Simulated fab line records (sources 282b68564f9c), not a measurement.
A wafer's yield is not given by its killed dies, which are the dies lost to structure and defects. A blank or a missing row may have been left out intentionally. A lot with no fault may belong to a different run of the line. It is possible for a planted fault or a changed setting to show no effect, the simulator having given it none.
Which tool is to blame? | flow ritCmos | 45 wafers sampled from 15 lots at 1 step of a route of 202

== WHAT THE GAUGES SHOWED, per wafer ==
Not one reading of a measure or inspect step in the record can be checked against a usual standard deviation.

== EACH LOT AND THE TOOL THAT RAN IT (in order: tool; ch and the chambers of the sampled wafers; start) ==
lot  | RIT_PRETRO_DEVELOP_05
L212 | lithoTrack-01 ch 0, day 2 14:00
L215 | lithoTrack-01 ch 0, day 3 01:00
L217 | lithoTrack-01 ch 0, day 3 09:00
L220 | lithoTrack-01 ch 0, day 4 00:00
L221 | lithoTrack-01, day 4 08:00
L222 | lithoTrack-04, day 4 13:00
L223 | lithoTrack-02, day 4 19:00
L225 | lithoTrack-01 ch 0, day 5 01:00
L227 | lithoTrack-01 ch 0, day 5 13:00
L228 | lithoTrack-02 ch 0, day 5 19:00
L229 | lithoTrack-01 ch 0, day 5 21:00
L230 | lithoTrack-04 ch 0, day 6 02:00
L231 | lithoTrack-01 ch 0, day 6 08:00
L233 | lithoTrack-04 ch 0, day 6 17:00
L234 | lithoTrack-02 ch 0, day 6 23:00
- RIT_PRETRO_DEVELOP_05: develop time 68 s.

== WHAT THE TOOLS THEMSELVES READ (means of the sampled wafers that have a number; where no wafer has one, the mark that the record gives instead) ==
RIT_PRETRO_DEVELOP_05. Usual: chillPlateTempC reads 23.00 C (standard deviation 0.1).
lot  | tool          | chillPlateTempC (C) | flag
L212 | lithoTrack-01 | 22.98               | 
L215 | lithoTrack-01 | 23.01               | 
L217 | lithoTrack-01 | 22.98               | 
L220 | lithoTrack-01 | 22.96               | 
L221 | lithoTrack-01 | -                   | OFF
L222 | lithoTrack-04 | -                   | OFF
L223 | lithoTrack-02 | -                   | OFF
L225 | lithoTrack-01 | 22.98               | 
L227 | lithoTrack-01 | 22.84               | 
L228 | lithoTrack-02 | 23.06               | 
L229 | lithoTrack-01 | 23.11               | 
L230 | lithoTrack-04 | 23.04               | 
L231 | lithoTrack-01 | 23.15               | 
L233 | lithoTrack-04 | 23.02               | 
L234 | lithoTrack-02 | 23.12               | 

== THE ANSWER, worked out from the rows above alone ==
Rule: lot off if the mean of its wafers having a number is beyond 3 standard deviations from the usual mean. A lot without any number at a reading at which 4 lots or more have one is off too. The other lots that the step has rows for count as sound. Order of review: gauges by route order, followed by the tools' own readings, for which a lot's mean as printed above is used. At the first step where some lot is off, the reading lying furthest off is the one used; lots without a number count as furthest.
Off: L221, L222, L223, at RIT_PRETRO_DEVELOP_05 (chillPlateTempC). Without a number there: L221, L222, L223.
A tool fits if, at that step or a process step before it, it ran every lot that is off, and no sound lot after the first of them. Of those tried, none fits.

== WHAT HAD BEEN PUT IN BY THE SIMULATOR ==
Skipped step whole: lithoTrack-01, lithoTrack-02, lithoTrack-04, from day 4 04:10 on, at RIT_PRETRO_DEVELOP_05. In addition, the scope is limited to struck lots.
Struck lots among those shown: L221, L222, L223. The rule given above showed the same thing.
